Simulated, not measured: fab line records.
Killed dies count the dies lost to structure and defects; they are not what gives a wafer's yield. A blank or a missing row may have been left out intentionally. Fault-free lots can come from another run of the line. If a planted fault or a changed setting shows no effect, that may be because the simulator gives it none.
The same fault as seen by 2 desks | flow berkeley-cmos170 | only its own numbers are on each desk; what lay behind them is given at the end

## FROM THE METROLOGY DESK
Lot by lot, what the gauges showed, no matter which tool ran the lot: averages of those sampled wafers that carry a number. Any lot whose mean is over 4 standard deviations away from the usual mean is out of limits and marked OUT; that distance is given in the brackets.
Columns: A = PWELL_OVL at UCB170_PWELL_OVL_MEAS_13, usual 0 nm; B = V1_BOW at UCB170_V1_BOW_MEAS_03, usual 19 um
lot  | first seen here | A  | B
L817 | day 3 02:35     | -5 | 16
L818 | day 3 08:33     | -4 | 27
L819 | day 3 08:58     | 4  | 20
L820 | day 3 21:36     | 5  | 26
L821 | day 3 21:51     | -4 | 16
L822 | day 4 00:52     | 6  | 17
L823 | day 4 14:24     | -4 | 18
L825 | day 4 17:54     | 7  | 14
L824 | day 4 18:11     | 4  | 20
L827 | day 5 05:05     | 1  | 21
L829 | day 5 09:54     | 7  | 14
L828 | day 5 10:43     | 0  | 15
L830 | day 5 21:32     | 0  | 15
L839 | day 7 15:15     | -1 | 23
L840 | day 7 15:36     | 5  | 23
This desk found nothing out of limits on any of the 15 lots.

## FOR THE TOOL OWNER'S DESK: furnace-01
The tool's own readings at UCB170_FIELD_OXIDATION_01 (target thk 558.3 nm, ox time 7200 s): means of the sampled wafers that have a number, for each lot that ran on this tool. Any lot whose mean is over 4 standard deviations away from the usual mean is out of limits and marked OUT; that distance is given in the brackets.
Columns: A = ox-temp-c at UCB170_FIELD_OXIDATION_01, usual 999.9 C; B = ox-temp-c-max at UCB170_FIELD_OXIDATION_01, usual 1004.8; C = spike-tc-centre-C at UCB170_FIELD_OXIDATION_01, usual 1002.1 C; D = spike-tc-source-C at UCB170_FIELD_OXIDATION_01, usual 1024.3 C
lot  | first seen here | A      | B      | C      | D
L823 | day 5 21:17     | 999.7  | 1003.1 | 1002.6 | 1023.6
L827 | day 7 00:49     | 999.6  | 1003.2 | 1002.3 | 1021.8
L828 | day 7 00:49     | 1000.2 | 1004.3 | 1002.6 | 1023.5
L829 | day 7 00:49     | 999.5  | 1003.5 | 1003.1 | 1023.0
L830 | day 7 06:31     | 1000.1 | 1003.3 | 1003.2 | 1022.7
This desk found nothing out of limits on any of the 5 lots.

## PUT TOGETHER
Metrology desk: nothing out of limits seen.
The tool owner's desk saw nothing out of limits.

## WHAT WAS PUT IN BY THE SIMULATOR
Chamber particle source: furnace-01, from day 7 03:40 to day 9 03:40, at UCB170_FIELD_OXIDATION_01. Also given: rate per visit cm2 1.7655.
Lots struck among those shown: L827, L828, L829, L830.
